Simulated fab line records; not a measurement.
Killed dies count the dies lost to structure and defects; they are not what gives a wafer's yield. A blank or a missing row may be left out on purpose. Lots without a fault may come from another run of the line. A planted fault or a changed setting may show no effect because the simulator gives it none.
Which tool was responsible? ; flow berkeley_cmos170 ; 7 lots (21 wafers sampled), 1 step of a 331-step route

## WHAT THE GAUGES SHOWED, per wafer
UCB170_ACTIVE_CD_MEAS_13: the cd target is 1200 nm.
lot;measured;on;cd_nm (nm)
L596;day 5 02:19;cd_sem-02;1199.6 1199.6 1201.0
L599;day 5 19:55;cd_sem-01;1199.6 1200.3 1200.8
L602;day 6 04:16;cd_sem-01;1198.9 1199.3 1199.6
L606;day 7 15:06;cd_sem-02;1202.3 1200.7 1200.9
L608;day 7 23:16;cd_sem-02;1199.2 1198.5 1199.2
L611;day 8 15:07;cd_sem-01;1201.2 1200.1 1200.3
L618;day 10 08:07;cd_sem-02;1202.8 1202.2 1203.5

## WHICH TOOL RAN EACH LOT (tool, then ch and the chambers of the sampled wafers, then the start)
There is no process step in the record ahead of these readings.

## THE ANSWER, worked out from the rows above alone
Rule: the usual values come from the lots themselves. Put in order of their means at a reading, lots are off if they are a third of the lots or fewer, leave a main group of 4 or more, and stand apart from it by a gap of 3 or more times the standard deviation of the main group's means; of several such gaps the widest counts. Not used: any main group whose means are identical at the precision the tables above print for the reading. A lot without any number at a reading at which 4 lots or more have one is off too. Any other lot the step has rows for is counted as sound.
None of the lots is off at any reading shown; this tells nothing.

## WHAT THE SIMULATOR HAD INSERTED
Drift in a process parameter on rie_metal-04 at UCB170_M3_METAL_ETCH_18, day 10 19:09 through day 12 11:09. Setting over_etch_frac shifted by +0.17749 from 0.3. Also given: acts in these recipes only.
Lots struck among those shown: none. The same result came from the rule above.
